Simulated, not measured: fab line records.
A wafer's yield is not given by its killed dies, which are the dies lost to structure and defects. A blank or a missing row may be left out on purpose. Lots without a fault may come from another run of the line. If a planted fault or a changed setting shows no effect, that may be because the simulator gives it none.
fab line records | flow berkeleyCmos170
record lots=15 | wafers=45 | lastDay=13
route steps=331 shown NVT@105
lots that met no fault: taken from a fault-free run of the same line
startH: hours from the record's first day to the start of the lot's first wafer shown | waitH: how many hours have passed since the lot's step before this one | " same as the row above | L1.1+2: a row that stands for several wafers | - no value present, or no start provided | * or withheld: withheld | < > ~ a bound
route shown NAME@n: a module of which the file shows steps, and the number in the route of the first | usual: mean/standard deviation of fault-free wafers | same: alike in all rows | chamber/n: place in a boat | sites: readings site by site | _std_site: the standard deviation of these | _edge_site: mean of outer sites minus mean of inner sites | radiusMm: how far each site lies from the wafer's centre | mask NAME#n: copy n | behind: tool/chamber where the wafer was last shaped | hold: cause of the lot's hold/its duration in hours/its outcome | device: the n, p or np transistor that did not switch | end of line: the tests these same wafers got at the end of their route | a step given without rows: its recipe and nothing more | killed: the dies lost at the first sort to structure and to defects; this is not the yield of the wafer | map: a wafer's dies, marking killed ones x, the rest . and places with no die _
set.NAME: the setting that was run; set.NAME@STEP: the one run at that earlier step | model.NAME: the simulator's own value behind a step, which no gauge read
the route's steps for a sample of lots (tables are steps, rows are wafers)
services: from which hour (startH, from the record's first day; less than 0 if before it) a tool's chamber was out of use, for how many hours, and why
## steps
# step UCB170_NVT_COAT_01
# recipe resist=KrF | spinRpm=1500 | resistThkNm=900
# usual exhaustPa=44.8/0.82 | spinSpeedRpm=1500.1/1.2
lot.wafer | tool          | chamber | startH | waitH | exhaustPa | spinSpeedRpm
L680.1    | lithoTrack-03 | 0       | 141.12 | 0.1   | 44.4      | 1500.1
L680.4    | "             | 0       | "      | "     | 43.6      | 1499.2
L680.6    | "             | 0       | "      | "     | 44.6      | 1499.9
L685.1    | lithoTrack-04 | 0       | 150.38 | 0.1   | 45.4      | 1498.2
L685.2    | "             | 0       | "      | "     | 45.7      | 1500.8
L685.3    | "             | 0       | "      | "     | 44.9      | 1501.7
L684.2    | lithoTrack-01 | 0       | 150.68 | 0.1   | 45.0      | 1499.9
L684.4    | "             | 0       | "      | "     | 44.6      | 1502.4
L684.6    | "             | 0       | "      | "     | 45.3      | 1498.9
L682.1    | lithoTrack-03 | 0       | 150.88 | 0.1   | 44.7      | 1499.7
L682.4    | "             | 0       | "      | "     | 44.6      | 1499.9
L682.6    | "             | 0       | "      | "     | 43.9      | 1499.0
L681.1    | lithoTrack-01 | 0       | 151.10 | 0.1   | 44.0      | 1502.2
L681.4    | "             | 0       | "      | "     | 44.4      | 1501.1
L681.6    | "             | 0       | "      | "     | 43.5      | 1497.2
L690.1    | lithoTrack-03 | 0       | 181.73 | 0.1   | 43.7      | 1500.3
L690.5    | "             | 0       | "      | "     | 44.3      | 1499.1
L690.6    | "             | 0       | "      | "     | 44.4      | 1499.6
L689.2    | lithoTrack-01 | 0       | 181.76 | 0.1   | 43.7      | 1666.7
L689.3    | "             | 0       | "      | "     | 44.1      | 1670.5
L689.6    | "             | 0       | "      | "     | 45.2      | 1669.5
L693.1    | lithoTrack-01 | 0       | 195.18 | 0.1   | 45.9      | 1668.4
L693.4    | "             | 0       | "      | "     | 44.6      | 1669.7
L693.6    | "             | 0       | "      | "     | 45.7      | 1667.9
L692.2    | lithoTrack-01 | 0       | 195.66 | 0.1   | 44.1      | 1670.1
L692.4    | "             | 0       | "      | "     | 44.5      | 1671.1
L692.6    | "             | 0       | "      | "     | 43.2      | 1670.0
L695.1    | lithoTrack-04 | 0       | 211.22 | 0.1   | 46.9      | 1499.3
L695.2    | "             | 0       | "      | "     | 44.4      | 1498.8
L695.6    | "             | 0       | "      | "     | 45.8      | 1498.4
L697.1    | lithoTrack-03 | 0       | 225.43 | 0.1   | 45.8      | 1500.0
L697.3    | "             | 0       | "      | "     | 45.3      | 1498.9
L697.5    | "             | 0       | "      | "     | 44.6      | 1499.1
L698.2    | lithoTrack-04 | 0       | 225.69 | 0.1   | 45.7      | 1500.4
L698.3    | "             | 0       | "      | "     | 45.1      | 1499.5
L698.4    | "             | 0       | "      | "     | 43.3      | 1499.9
L699.3    | lithoTrack-03 | 0       | 225.93 | 0.1   | 45.0      | 1502.2
L699.4    | "             | 0       | "      | "     | 43.4      | 1500.3
L699.6    | "             | 0       | "      | "     | 45.3      | 1501.4
L700.1    | lithoTrack-03 | 0       | 233.39 | 0.1   | 45.8      | 1502.1
L700.3    | "             | 0       | "      | "     | 44.1      | 1501.0
L700.5    | "             | 0       | "      | "     | 44.2      | 1500.2
L702.1    | lithoTrack-04 | 0       | 233.46 | 0.1   | 44.9      | 1501.0
L702.3    | "             | 0       | "      | "     | 45.6      | 1500.5
L702.4    | "             | 0       | "      | "     | 43.5      | 1500.8
# step UCB170_NVT_STRIP_08
# recipe chemistry=O2 | powerW=400 | pressureMtorr=3500 | platenTempC=withheld | o2FlowSccm=400 | overashFraction=0.5
# usual drypumpMotorCurrentA=5.6/0.37 | oesProductAu=0.735/0.0044 | stripTimeToEndpointS=21.62/0.056
lot.wafer | tool           | chamber | startH | waitH | drypumpMotorCurrentA | oesProductAu | rfHoursCounterH | stripTimeToEndpointS
L680.1    | plasmaAsher-03 | 1       | 142.24 | 0.1   | 5.8                  | 0.732        | 2               | 21.67
L680.4    | "              | 0       | "      | "     | 5.6                  | 0.732        | -               | 21.65
L680.6    | "              | 1       | "      | "     | 5.8                  | 0.735        | -               | 21.70
L685.1    | plasmaAsher-01 | 0       | 151.87 | 0.1   | 5.2                  | 0.737        | 43              | 21.71
L685.2    | "              | 1       | "      | "     | 5.6                  | 0.735        | 43              | 21.66
L685.3    | "              | 1       | "      | "     | 5.6                  | 0.741        | -               | 21.69
L684.2    | plasmaAsher-02 | 1       | 151.92 | 0.1   | 5.1                  | 0.730        | 33              | 21.57
L684.4    | "              | 0       | "      | "     | 6.2                  | 0.735        | -               | 21.62
L684.6    | "              | 1       | "      | "     | 5.1                  | 0.731        | -               | 21.58
L682.1    | plasmaAsher-01 | 0       | 152.47 | 0.1   | 5.2                  | 0.739        | 43              | 21.66
L682.4    | "              | 0       | "      | "     | 5.2                  | 0.742        | -               | 21.57
L682.6    | "              | 1       | "      | "     | 5.6                  | 0.733        | -               | 21.64
L681.1    | plasmaAsher-03 | 0       | 152.75 | 0.1   | 5.6                  | 0.738        | 4               | 21.59
L681.4    | "              | 1       | "      | "     | 5.8                  | 0.732        | -               | 21.60
L681.6    | "              | 1       | "      | "     | 5.8                  | 0.732        | -               | 21.63
L689.2    | plasmaAsher-02 | 1       | 182.73 | 0.1   | 5.1                  | 0.734        | 37              | 20.52
L689.3    | "              | 0       | "      | "     | 6.2                  | 0.738        | -               | 20.49
L689.6    | "              | 0       | "      | "     | 6.2                  | 0.734        | -               | 20.44
L690.1    | plasmaAsher-01 | 1       | 183.02 | 0.1   | 5.6                  | 0.739        | 46              | 21.65
L690.5    | "              | 0       | "      | "     | 5.2                  | 0.729        | -               | 21.64
L690.6    | "              | 1       | "      | "     | 5.6                  | 0.736        | -               | 21.67
L693.1    | plasmaAsher-03 | 1       | 197.13 | 0.1   | 5.9                  | 0.732        | 9               | 20.52
L693.4    | "              | 0       | "      | "     | 5.6                  | 0.734        | -               | 20.53
L693.6    | "              | 1       | "      | "     | 5.8                  | 0.733        | -               | 20.59
L692.2    | plasmaAsher-01 | 1       | 197.68 | 0.1   | 5.6                  | 0.734        | 48              | 20.48
L692.4    | "              | 1       | "      | "     | 5.6                  | 0.731        | -               | 20.42
L692.6    | "              | 1       | "      | "     | 5.6                  | 0.732        | -               | 20.47
L695.1    | plasmaAsher-03 | 1       | 212.48 | 0.1   | 5.8                  | 0.730        | 11              | 21.50
L695.2    | "              | 0       | "      | "     | 5.6                  | 0.740        | 11              | 21.58
L695.6    | "              | 0       | "      | "     | 5.6                  | 0.731        | -               | 21.59
L697.1    | plasmaAsher-01 | 0       | 226.47 | 0.1   | 5.2                  | 0.730        | 51              | 21.69
L697.3    | "              | 1       | "      | "     | 5.6                  | 0.730        | -               | 21.58
L697.5    | "              | 1       | "      | "     | 5.6                  | 0.742        | -               | 21.66
L698.2    | plasmaAsher-01 | 1       | 226.97 | 0.1   | 5.6                  | 0.737        | 51              | 21.60
L698.3    | "              | 0       | "      | "     | 5.2                  | 0.740        | -               | 21.54
L698.4    | "              | 1       | "      | "     | 5.6                  | 0.734        | -               | 21.54
L699.3    | plasmaAsher-03 | 1       | 227.13 | 0.1   | 5.9                  | 0.735        | -               | 21.61
L699.4    | "              | 0       | "      | "     | 5.6                  | 0.729        | -               | 21.63
L699.6    | "              | 1       | "      | "     | 5.8                  | 0.736        | -               | 21.69
L700.1    | plasmaAsher-03 | 1       | 235.22 | 0.1   | 5.8                  | 0.730        | 13              | 21.54
L700.3    | "              | 0       | "      | "     | 5.6                  | 0.726        | -               | 21.53
L700.5    | "              | 1       | "      | "     | 5.8                  | 0.732        | -               | 21.55
L702.1    | plasmaAsher-03 | 0       | 235.50 | 0.1   | 5.6                  | 0.732        | 13              | 21.56
L702.3    | "              | 1       | "      | "     | 5.8                  | 0.736        | -               | 21.54
L702.4    | "              | 0       | "      | "     | 5.6                  | 0.739        | -               | 21.52
## services
tool           | chamber | startH | hours | kind
plasmaAsher-03 | 0       | 117.75 | -     | clean
plasmaAsher-03 | 1       | 117.75 | -     | clean
plasmaAsher-03 | -       | 229.85 | 1.2   | repair
## key
firstSign step=UCB170_NVT_COAT_01 | reading=spinSpeedRpm | direction=up | sigmas=99+ | usual=1500.1 | struck=1669.3
effect step=UCB170_NVT_STRIP_08 | reading=stripTimeToEndpointS | direction=down | sigmas=20 | usual=* | struck=*
metAt UCB170_NVT_COAT_01
struckLots L689,L692,L693
testerLeftOut L689,L692,L693
onsetBetween 151.10 181.76
fault kind=processParameterDrift | tool=lithoTrack-01 | chamber=- | onsetH=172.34 | steps=UCB170_NVT_COAT_01 | channel=spinRpm | offset=170.39 | shape=step | endH=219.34 | actsIn=theseRecipesOnly | stated=1500
# testerLeftOut: of these lots the tester's yield and bins aren't shown, on N5 and GAA mostly nor the transistor test; their killed dies are dies lost to structure and defects alone, not to doping, threshold or leakage, so they don't give the yield
